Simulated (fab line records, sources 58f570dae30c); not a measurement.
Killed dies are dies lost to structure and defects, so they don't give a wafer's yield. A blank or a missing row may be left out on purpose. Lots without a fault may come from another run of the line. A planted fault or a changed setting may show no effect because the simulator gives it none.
Chamber matching | flow berkeley_cmos170 | UCB170_GATE_ETCH_15 on rie_si-01: 4 sister chambers
The step etches poly-Si in HBr/Cl2, stops on SiO2, time 56.3 s, target depth 278.2 nm. 4 wafers are shown with their chamber, then 7 later ones without.

WAFERS WITH THEIR CHAMBER
wafer  | chamber | throttle_valve_pct (%)
L249.2 | 2       | 26.64
L249.6 | 3       | 26.63
L253.1 | 1       | 26.61
L253.4 | 0       | 26.41

WAFERS WITHOUT THEIR CHAMBER
wafer  | throttle_valve_pct (%)
L253.5 | 26.40
L252.1 | 26.60
L252.3 | 26.63
L252.5 | 26.60
L259.2 | 26.64
L259.3 | 26.61
L259.4 | 26.62

WHICH CHAMBER EACH WENT THROUGH
wafer  | from the rows above          | in truth
L253.5 | 0                            | 0
L252.1 | 1                            | 1
L252.3 | can't be placed: 3 or 2      | 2
L252.5 | 1                            | 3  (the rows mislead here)
L259.2 | can't be placed: 2 or 3      | 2
L259.3 | 1                            | 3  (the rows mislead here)
L259.4 | can't be placed: 3 or 1 or 2 | 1
Placed correctly: 2 of 7. Can't be placed from these rows: 3 (the true chamber is among the candidates in 3). Placed wrongly: 2.
How it was worked out, from the rows above alone: a wafer's distance from a chamber is the root of the sum, over the readings, of the square of ((its reading less the chamber's mean) divided by the reading's scatter). The wafer belongs to the nearest chamber; if the next one is less than 2 further off, it can't be placed. A chamber's mean is the mean of its shown wafers. The scatter: with one shown wafer a chamber, the root of the mean of the squares of how far each hidden wafer lies from its nearest shown one.
